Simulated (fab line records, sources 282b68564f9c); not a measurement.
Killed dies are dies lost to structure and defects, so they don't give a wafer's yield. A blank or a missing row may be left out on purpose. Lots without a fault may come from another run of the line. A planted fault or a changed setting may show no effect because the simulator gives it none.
A struck lot beside a sound one | flow rit_cmos | 43 steps out of a route of 202
Sound: wafers L107.1, L107.2, L107.6. Struck: wafers L119.2, L119.3, L119.4. The cause comes at the end.
At each step with rows: each side's tool, then ch and its chambers, then its first start. Under that, the readings that differ: sound wafers | struck wafers | difference of the means | sigmas: that difference in standard deviations of wafers without a fault.
alike: readings whose means differ by less than 2 such deviations, and words and numbers that are the same on both sides. not compared: withheld readings, readings that some wafer has no value for, bounds like >300 that may hide the same value, and numbers for which the record gives no deviation and whose values overlap.
The two part at a step that has a row with sigmas, a row that says differs or no value, or rows on one side only. Numbers that don't overlap but have no deviation are shown without sigmas and don't part them. A reading that every wafer of one side lacks parts them only if that side has two wafers or more.

first, 1 step without rows for these wafers: RIT_NLDD_IMPLANT_08.
RIT_NLDD_STRIP_09: strips in O2, time 180 s.
  sound on plasma_asher-04 ch 0,1, day 3 10:34; struck on plasma_asher-03 ch 0,1, day 6 07:59
  alike: drypump_motor_current_A
  not compared: rf_hours_counter_h
RIT_NLDD_TW_MEAS_10:
  sound on film_metro-01, day 3 10:44; struck on film_metro-01, day 6 08:11
  alike: NLDD_TW
then, 6 steps without rows for these wafers: RIT_PLDD_HMDS_00 (prime time 60 s); RIT_PLDD_COAT_01 (resist thk 1000 nm); RIT_PLDD_SOFTBAKE_02 (time 60 s); RIT_PLDD_EXPOSE_03 (exposes mask M8, target cd 40900 nm); RIT_PLDD_PEB_04; RIT_PLDD_DEVELOP_05 (develop time 50 s).
RIT_PLDD_OVL_MEAS_06:
  sound on overlay-01, day 3 11:42; struck on overlay-01, day 6 09:13
  reading       | sound        | struck         | difference | sigmas
  PLDD_OVL (nm) | 0.8 0.8 -0.6 | -3.3 -5.5 -3.5 | -4.4       | -3
then, 2 steps without rows for these wafers: RIT_PLDD_HARDBAKE_07 (time 60 s); RIT_PLDD_IMPLANT_08.
RIT_PLDD_STRIP_09: strips in O2, time 180 s.
  sound on plasma_asher-04 ch 0,1, day 3 12:02; struck on plasma_asher-01 ch 0,1, day 6 09:40
  alike: drypump_motor_current_A
  not compared: rf_hours_counter_h
RIT_PLDD_TW_MEAS_10:
  sound on film_metro-02, day 3 12:13; struck on film_metro-04, day 6 09:51
  reading | sound          | struck         | difference | sigmas
  PLDD_TW | 2315 2286 2311 | 2368 2355 2371 | +61        | +4
then, 4 steps without rows for these wafers: RIT_SPACER_CLEAN_00 (cleans in SC1, time 600 s); RIT_SPACER_CLEAN_01 (cleans in dHF, time 30 s); RIT_SPACER_CLEAN_02 (cleans in SC2, time 600 s); RIT_SPACER_CVD_03 (deposits Si3N4 from SiH2Cl2/NH3, target thk 250 nm, time 3232 s).
RIT_SPACER_THK_MEAS_04:
  sound on film_metro-01, day 3 14:39; struck on film_metro-03, day 6 12:12
  alike: SPACER_NITRIDE_THK
RIT_SPACER_ETCHBACK_05: etches Si3N4 in SF6/CHF3, stops on SiO2, target depth 250 nm, time 240 s.
  sound on rie_diel-03 ch 1,2,3, day 3 14:43; struck on rie_diel-04 ch 0,1,2, day 6 12:15
  alike: drypump_motor_current_A, oes_product_au, throttle_valve_pct
  not compared: rf_hours_counter_h
then, 6 steps without rows for these wafers: RIT_NSD_HMDS_00 (prime time 60 s); RIT_NSD_COAT_01 (resist thk 1000 nm); RIT_NSD_SOFTBAKE_02 (time 60 s); RIT_NSD_EXPOSE_03 (exposes mask M9, target cd 40700 nm); RIT_NSD_PEB_04; RIT_NSD_DEVELOP_05 (develop time 50 s).
RIT_NSD_OVL_MEAS_06:
  sound on overlay-02, day 3 15:43; struck on overlay-02, day 6 13:23
  alike: NSD_OVL
then, 2 steps without rows for these wafers: RIT_NSD_HARDBAKE_07 (time 60 s); RIT_NSD_IMPLANT_08.
RIT_NSD_STRIP_09: strips in O2, time 180 s.
  sound on plasma_asher-03 ch 0,1, day 3 16:03; struck on plasma_asher-01 ch 0,1, day 6 13:43
  alike: drypump_motor_current_A
  not compared: rf_hours_counter_h
RIT_NSD_TW_MEAS_10:
  sound on film_metro-02, day 3 16:13; struck on film_metro-04, day 6 13:53
  reading | sound          | struck         | difference | sigmas
  NSD_TW  | 3086 3051 3066 | 3126 3129 3140 | +64        | +3
then, 6 steps without rows for these wafers: RIT_PSD_HMDS_00 (prime time 60 s); RIT_PSD_COAT_01 (resist thk 1000 nm); RIT_PSD_SOFTBAKE_02 (time 60 s); RIT_PSD_EXPOSE_03 (exposes mask M10, target cd 40900 nm); RIT_PSD_PEB_04; RIT_PSD_DEVELOP_05 (develop time 50 s).
RIT_PSD_OVL_MEAS_06:
  sound on overlay-01, day 3 17:32; struck on overlay-02, day 6 15:03
  alike: PSD_OVL
then, 2 steps without rows for these wafers: RIT_PSD_HARDBAKE_07 (time 60 s); RIT_PSD_IMPLANT_08.
RIT_PSD_STRIP_09: strips in O2, time 180 s.
  sound on plasma_asher-04 ch 0,1, day 3 17:58; struck on plasma_asher-04 ch 0,1, day 6 15:36
  alike: drypump_motor_current_A
  not compared: rf_hours_counter_h
RIT_PSD_TW_MEAS_10:
  sound on film_metro-02, day 3 18:08; struck on film_metro-04, day 6 15:47
  reading | sound          | struck         | difference | sigmas
  PSD_TW  | 3354 3376 3366 | 3440 3428 3442 | +71        | +3
RIT_M1_PROBE_99:
  sound on prober-01, day 4 01:55; struck on prober-01, day 6 23:49
  reading             | sound | struck   | difference | sigmas
  killed_at_front_end | 8 6 8 | 28 20 24 | +17        | +6
  killed_dies         | 8 6 8 | 28 20 25 | +17        | +6
  killed_on_rim       | 4 1 1 | 7 12 6   | +6         | +5
  alike: killed_at_contacts, killed_open, killed_short

WHERE THEY PART
First at RIT_PLDD_OVL_MEAS_06; last, within this record, at RIT_M1_PROBE_99.

WHY: what the simulator had put in
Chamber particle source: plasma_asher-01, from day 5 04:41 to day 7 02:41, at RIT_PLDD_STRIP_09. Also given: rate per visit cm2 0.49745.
